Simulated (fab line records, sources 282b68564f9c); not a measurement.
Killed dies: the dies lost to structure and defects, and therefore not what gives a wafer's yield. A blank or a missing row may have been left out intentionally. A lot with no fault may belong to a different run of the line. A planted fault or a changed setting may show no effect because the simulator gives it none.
Comparing a struck lot with a sound one ; flow rit cmos ; 26 steps out of a route of 202
Sound: the wafers L526.2, L526.5, L526.6. Wafers struck: L520.2, L520.3, L520.6. Last of all comes the cause.
Each step with rows lists, per side, the tool, then ch with its chambers, then its first start. Under that, the readings that differ: sound wafers ; struck wafers ; difference of the means ; sigmas: that difference in standard deviations of wafers without a fault.
alike: same words and numbers on both sides, and readings whose means sit less than 2 such deviations apart. not compared: any withheld reading, any reading some wafer has no value for, any bound like >300 that may hide the same value, and any number with overlapping values for which the record gives no deviation.
The two part at a step that has a row with sigmas, a row that says differs or no value, or rows on one side only. Non-overlapping numbers with no deviation appear without sigmas and do not part them. Lack of a reading on every wafer of one side parts them only where that side has two or more wafers.

first, 1 step without rows for these wafers: RIT_SPACER_CVD_03 (deposits Si3N4 from SiH2Cl2/NH3, target thk 250 nm, time 3300 s).
RIT_SPACER_THK_MEAS_04:
  sound: film metro-01 at day 6 12:07; struck: film metro-03 at day 5 06:34
  alike: SPACER_NITRIDE_THK
RIT_SPACER_ETCHBACK_05: etches Si3N4 in SF6/CHF3, stops on SiO2, target depth 250 nm, time 240 s.
  sound on rie diel-04 ch 2,3, day 6 12:10; struck on rie diel-04 ch 0,1,2, day 5 06:37
  alike: drypump motor current A, oes product au, throttle valve pct
  not compared: rf hours counter h
then, 6 steps without rows for these wafers: RIT_NSD_HMDS_00 (prime time 60 s); RIT_NSD_COAT_01 (resist thk 1000 nm); RIT_NSD_SOFTBAKE_02 (time 60 s); RIT_NSD_EXPOSE_03 (exposes mask M9, target cd 40700 nm); RIT_NSD_PEB_04; RIT_NSD_DEVELOP_05 (develop time 50 s).
RIT_NSD_OVL_MEAS_06:
  sound: overlay-02 at day 6 13:16; struck: overlay-01 at day 5 07:37
  alike: NSD_OVL
then, 2 steps without rows for these wafers: RIT_NSD_HARDBAKE_07 (time 60 s); RIT_NSD_IMPLANT_08.
RIT_NSD_STRIP_09: strips in O2, time 180 s.
  sound on plasma asher-02 ch 0,1, day 6 13:36; struck on plasma asher-01 ch 1, day 5 07:57
  no value came back on the struck wafers for chamber pressure mTorr (mTorr), drypump motor current A (A), o2 flow sccm (sccm), rf refl power W (W); on the sound wafers chamber pressure mTorr (mTorr) reads 3999 4000 4004
reading;sound;struck;difference;sigmas
model.NOVOLAK_of_NSD_COAT_01.thk nm (nm);0 0 0;884.7 884.2 882.3;+883.7;
  not compared: rf hours counter h
RIT_NSD_TW_MEAS_10:
  sound: film metro-02 at day 6 13:47; struck: film metro-03 at day 5 08:08
  alike: NSD_TW
then, 6 steps without rows for these wafers: RIT_PSD_HMDS_00 (prime time 60 s); RIT_PSD_COAT_01 (resist thk 1000 nm); RIT_PSD_SOFTBAKE_02 (time 60 s); RIT_PSD_EXPOSE_03 (exposes mask M10, target cd 40900 nm); RIT_PSD_PEB_04; RIT_PSD_DEVELOP_05 (develop time 50 s).
RIT_PSD_OVL_MEAS_06:
  sound: overlay-02 at day 6 14:41; struck: overlay-02 at day 5 09:02
  alike: PSD_OVL
then, 2 steps without rows for these wafers: RIT_PSD_HARDBAKE_07 (time 60 s); RIT_PSD_IMPLANT_08.
RIT_PSD_STRIP_09: strips in O2, time 180 s.
  sound on plasma asher-04 ch 0,1, day 6 15:03; struck on plasma asher-04 ch 0,1, day 5 09:22
  alike: chamber pressure mTorr, drypump motor current A, o2 flow sccm, rf refl power W
  not compared: rf hours counter h
RIT_PSD_TW_MEAS_10:
  sound: film metro-04 at day 6 15:14; struck: film metro-04 at day 5 09:47
reading;sound;struck;difference;sigmas
PSD_TW;3367 3361 3365;30 30 30;-3334;-99 or more
  not compared: hold
next, for these wafers, 1 step has no rows: RIT_M1_PROBE_99.

== WHERE THEY PART ==
Earliest at RIT_NSD_STRIP_09; latest, in this record, at RIT_PSD_TW_MEAS_10.

WHY: what the simulator had put in
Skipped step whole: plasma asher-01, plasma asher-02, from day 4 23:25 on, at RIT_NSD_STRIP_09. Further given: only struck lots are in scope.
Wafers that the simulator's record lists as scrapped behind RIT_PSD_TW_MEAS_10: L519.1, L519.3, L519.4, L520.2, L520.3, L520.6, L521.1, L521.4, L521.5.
